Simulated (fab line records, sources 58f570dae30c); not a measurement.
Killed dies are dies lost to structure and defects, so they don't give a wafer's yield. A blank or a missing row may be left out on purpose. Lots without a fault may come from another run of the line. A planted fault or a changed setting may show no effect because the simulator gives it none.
Which tool did it? | flow berkeley_cmos170 | 14 lots, 42 wafers sampled, at 3 steps of a route of 331

WHAT THE GAUGES READ, wafer by wafer
UCB170_GATE_CD_MEAS_90: target cd 350 nm. Usual: cd_nm 350.2 nm, standard deviation 1.4.
lot  | measured     | on        | cd_nm (nm)        | flag
L743 | day 6 11:23  | cd_sem-01 | 352.0 351.9 352.3 |
L742 | day 6 11:38  | cd_sem-01 | 349.0 348.5 349.4 |
L745 | day 6 18:04  | cd_sem-02 | 350.6 350.8 351.4 |
L747 | day 7 06:43  | cd_sem-02 | 351.8 351.8 351.5 |
L746 | day 7 06:57  | cd_sem-01 | 350.7 350.0 351.6 |
L748 | day 7 14:09  | cd_sem-01 | 349.5 349.3 350.4 |
L749 | day 8 03:22  | cd_sem-01 | 348.1 349.2 349.1 |
L751 | day 8 16:56  | cd_sem-02 | 349.0 349.1 349.5 |
L754 | day 8 21:15  | cd_sem-02 | 350.1 349.9 349.4 |
L758 | day 9 12:35  | cd_sem-01 | 350.9 349.6 350.3 |
L755 | day 9 12:58  | cd_sem-02 | 347.6 348.7 348.2 |
L761 | day 10 05:40 | cd_sem-01 | 348.7 349.7 349.4 |
L759 | day 10 05:48 | cd_sem-01 | 350.7 349.0 350.4 |
L763 | day 10 12:15 | cd_sem-01 | 353.1 353.1 351.7 |

UCB170_M3_CD_MEAS_15: target cd 700 nm. Usual: cd_nm 700.5 nm, standard deviation 1.2.
lot  | measured     | on        | cd_nm (nm)        | flag
L743 | day 8 06:59  | cd_sem-02 | 700.6 700.0 700.7 |
L742 | day 8 06:40  | cd_sem-02 | 701.0 701.4 701.6 |
L745 | day 8 10:47  | cd_sem-02 | 697.9 699.2 698.1 |
L747 | day 8 20:35  | cd_sem-02 | 699.3 699.6 700.3 |
L746 | day 8 21:09  | cd_sem-01 | 698.9 701.0 700.3 |
L748 | day 9 02:42  | cd_sem-02 | 699.3 701.3 700.5 |
L749 | day 9 19:40  | cd_sem-01 | 701.3 701.5 701.5 |
L751 | day 10 05:34 | cd_sem-01 | 702.9 701.8 701.8 |
L754 | day 10 13:38 | cd_sem-01 | 701.0 698.6 698.2 |
L758 | day 11 02:48 | cd_sem-01 | 701.4 700.2 702.6 |
L755 | day 11 03:10 | cd_sem-01 | 699.8 700.6 700.9 |
L761 | day 12 00:54 | cd_sem-02 | 699.4 698.5 699.2 |
L759 | day 12 00:38 | cd_sem-01 | 700.8 700.7 700.1 |
L763 | day 12 02:47 | cd_sem-01 | 702.3 703.2 702.3 |

WHICH TOOL RAN EACH LOT (tool, then ch and the chambers of the sampled wafers, then the start)
lot  | UCB170_V1_PEB_10
L743 | litho_track-02 ch 0, day 7 22:46
L742 | litho_track-03 ch 0, day 7 22:32
L745 | litho_track-01 ch 0, day 8 02:32
L747 | litho_track-03 ch 0, day 8 11:46
L746 | litho_track-02 ch 0, day 8 11:59
L748 | litho_track-02 ch 0, day 8 16:56
L749 | litho_track-02 ch 0, day 9 08:17
L751 | litho_track-01 ch 0, day 9 19:55
L754 | litho_track-02 ch 0, day 10 03:07
L758 | litho_track-02 ch 0, day 10 16:56
L755 | litho_track-01 ch 0, day 10 17:17
L761 | litho_track-01 ch 0, day 11 15:21
L759 | litho_track-02 ch 0, day 11 15:21
L763 | litho_track-02 ch 0, day 11 15:52
- UCB170_V1_PEB_10

WHAT THE TOOLS THEMSELVES READ (means of the sampled wafers that have a number; where no wafer has one, the mark that the record gives instead)
UCB170_V1_PEB_10. Usual: heater_power_total_W 56.84 W, standard deviation 0.053; plate_sensor_t_centre_C 131.41 C, standard deviation 0.0093; plate_sensor_t_edge_C 131.53 C, standard deviation 0.01.
lot  | tool           | heater_power_total_W (W) | plate_sensor_t_centre_C (C) | plate_sensor_t_edge_C (C) | flag
L743 | litho_track-02 | 56.81                    | 131.41                      | 131.54                    |
L742 | litho_track-03 | 56.83                    | 131.40                      | 131.53                    |
L745 | litho_track-01 | 56.79                    | 131.40                      | 131.54                    |
L747 | litho_track-03 | 56.81                    | 131.41                      | 131.54                    |
L746 | litho_track-02 | 56.84                    | 131.40                      | 131.53                    |
L748 | litho_track-02 | 56.88                    | 131.40                      | 131.53                    |
L749 | litho_track-02 | 56.86                    | 131.40                      | 131.53                    |
L751 | litho_track-01 | 56.82                    | 131.41                      | 131.53                    |
L754 | litho_track-02 | 56.83                    | 131.41                      | 131.53                    |
L758 | litho_track-02 | 56.81                    | 131.41                      | 131.54                    |
L755 | litho_track-01 | 56.79                    | 131.41                      | 131.53                    |
L761 | litho_track-01 | 56.88                    | 131.41                      | 131.53                    |
L759 | litho_track-02 | 56.80                    | 131.41                      | 131.53                    |
L763 | litho_track-02 | 56.88                    | 131.42                      | 131.53                    |

THE ANSWER, worked out from the rows above alone
Rule: a lot is off if the mean of its wafers that have a number lies more than 3 standard deviations from the usual mean. A lot without any number at a reading at which 4 lots or more have one is off too. The other lots that the step has rows for count as sound. The gauges are gone through in route order, then the tools' own readings, and for those a lot's mean is taken as printed above. The first step at which some lot is off is used, and at that step the reading that is off furthest; a lot without a number counts as furthest.
No lot is off at any reading shown: from this, nothing can be told.

WHAT THE SIMULATOR HAD PUT IN
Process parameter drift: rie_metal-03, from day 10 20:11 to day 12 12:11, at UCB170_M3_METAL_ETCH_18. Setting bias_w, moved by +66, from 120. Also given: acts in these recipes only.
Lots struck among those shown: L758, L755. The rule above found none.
